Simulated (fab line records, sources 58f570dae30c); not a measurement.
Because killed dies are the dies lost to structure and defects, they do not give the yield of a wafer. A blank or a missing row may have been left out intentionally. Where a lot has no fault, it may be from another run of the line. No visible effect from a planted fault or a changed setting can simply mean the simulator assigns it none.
Which tool is to blame? + flow berkeley-cmos170 + 15 lots with 45 wafers sampled at 2 steps, on a route of 331 steps

## WHAT THE GAUGES SHOWED, per wafer
UCB170_M2_CD_MEAS_90: the cd target is 700 nm. Usual: 698 nm for cd-nm, sd 3.4.
| lot  | measured     | on        | cd-nm (nm)  | flag |
|------|--------------|-----------|-------------|------|
| L147 | day 8 22:04  | cd-sem-02 | 701 696 696 |      |
| L148 | day 9 05:55  | cd-sem-01 | 695 697 694 |      |
| L149 | day 9 11:04  | cd-sem-01 | 700 704 698 |      |
| L151 | day 9 10:05  | cd-sem-02 | 697 699 694 |      |
| L155 | day 9 19:46  | cd-sem-02 | 699 697 697 |      |
| L152 | day 9 20:28  | cd-sem-02 | 697 700 703 |      |
| L156 | day 10 10:55 | cd-sem-01 | 701 705 703 |      |
| L158 | day 10 20:31 | cd-sem-01 | 700 697 703 |      |
| L160 | day 11 12:01 | cd-sem-01 | 697 696 699 |      |
| L162 | day 11 14:56 | cd-sem-01 | 699 697 698 |      |
| L164 | day 12 15:53 | cd-sem-02 | 687 691 692 |      |
| L163 | day 12 15:17 | cd-sem-01 | 697 699 698 |      |
| L168 | day 13 08:28 | cd-sem-01 | 703 693 704 |      |
| L169 | day 13 08:47 | cd-sem-02 | 699 698 698 |      |
| L170 | day 14 01:52 | cd-sem-02 | 699 703 701 |      |

## WHAT TOOL EACH LOT RAN ON (gives the tool, then ch and the chambers of the sampled wafers, and finally the start)
| lot  | UCB170_PLDD_STRIP_10                 |
|------|--------------------------------------|
| L147 | plasma-asher-02 ch 0,1, day 7 17:56  |
| L148 | plasma-asher-04 ch 0,1, day 7 22:56  |
| L149 | plasma-asher-03 ch 0,1, day 8 04:07  |
| L151 | plasma-asher-04 ch 0,1, day 8 04:11  |
| L155 | plasma-asher-04 ch 0,1, day 8 14:55  |
| L152 | plasma-asher-04 ch 0, day 8 15:42    |
| L156 | plasma-asher-04 ch 0,1, day 9 05:09  |
| L158 | plasma-asher-02 ch 0,1, day 9 15:44  |
| L160 | plasma-asher-02 ch 0,1, day 10 05:28 |
| L162 | plasma-asher-03 ch 0,1, day 10 05:43 |
| L164 | plasma-asher-03 ch 0,1, day 11 04:19 |
| L163 | plasma-asher-03 ch 0,1, day 11 04:38 |
| L168 | plasma-asher-02 ch 0,1, day 12 01:43 |
| L169 | plasma-asher-03 ch 0, day 12 02:07   |
| L170 | plasma-asher-02 ch 0,1, day 12 15:12 |
- UCB170_PLDD_STRIP_10: strips in O2.

## WHAT THE TOOLS THEMSELVES READ (means of the sampled wafers that have a number; where no wafer has one, the mark that the record gives instead)
UCB170_PLDD_STRIP_10. Usual: chamber-pressure-mTorr 3500 mTorr, standard deviation 3.5; drypump-motor-current-A 5.5 A, standard deviation 0.34; oes-product-au 0.734 a.u., standard deviation 0.0048; strip-time-to-endpoint-s 21.63 s, standard deviation 0.067.
| lot  | tool            | chamber-pressure-mTorr (mTorr) | drypump-motor-current-A (A) | oes-product-au (a.u.) | strip-time-to-endpoint-s (s) | flag |
|------|-----------------|--------------------------------|-----------------------------|-----------------------|------------------------------|------|
| L147 | plasma-asher-02 | 3503                           | 5.5                         | 0.735                 | 21.64                        |      |
| L148 | plasma-asher-04 | 3504                           | 5.1                         | 0.731                 | 21.57                        |      |
| L149 | plasma-asher-03 | 3499                           | 6.0                         | 0.734                 | 21.60                        |      |
| L151 | plasma-asher-04 | 3497                           | 5.1                         | 0.731                 | 21.62                        |      |
| L155 | plasma-asher-04 | 3499                           | 5.2                         | 0.734                 | 21.62                        |      |
| L152 | plasma-asher-04 | 3500                           | 5.1                         | 0.734                 | 21.71                        |      |
| L156 | plasma-asher-04 | 3496                           | 5.2                         | 0.736                 | 21.57                        |      |
| L158 | plasma-asher-02 | 3503                           | 5.5                         | 0.733                 | 21.58                        |      |
| L160 | plasma-asher-02 | 3500                           | 5.5                         | 0.729                 | 21.57                        |      |
| L162 | plasma-asher-03 | 3499                           | 6.0                         | 0.731                 | 21.56                        |      |
| L164 | plasma-asher-03 | 3499                           | 6.0                         | 0.733                 | 21.65                        |      |
| L163 | plasma-asher-03 | 3497                           | 6.0                         | 0.737                 | 21.69                        |      |
| L168 | plasma-asher-02 | 3501                           | 5.5                         | 0.732                 | 21.57                        |      |
| L169 | plasma-asher-03 | 3503                           | 5.9                         | 0.734                 | 21.62                        |      |
| L170 | plasma-asher-02 | 3497                           | 5.5                         | 0.731                 | 21.59                        |      |

## THE ANSWER, worked out from the rows above alone
Rule: a lot counts as off when the mean over its wafers that have a number is more than 3 standard deviations away from the usual mean. A lot without any number at a reading at which 4 lots or more have one is off too. The other lots that the step has rows for count as sound. First the gauges in route order, then the tools' own readings, where a lot's mean is used as printed above. At the first step where some lot is off, the reading lying furthest off is the one used; lots without a number count as furthest.
Nothing can be told from this: no lot is off at any reading shown.

## WHAT THE SIMULATOR PUT IN
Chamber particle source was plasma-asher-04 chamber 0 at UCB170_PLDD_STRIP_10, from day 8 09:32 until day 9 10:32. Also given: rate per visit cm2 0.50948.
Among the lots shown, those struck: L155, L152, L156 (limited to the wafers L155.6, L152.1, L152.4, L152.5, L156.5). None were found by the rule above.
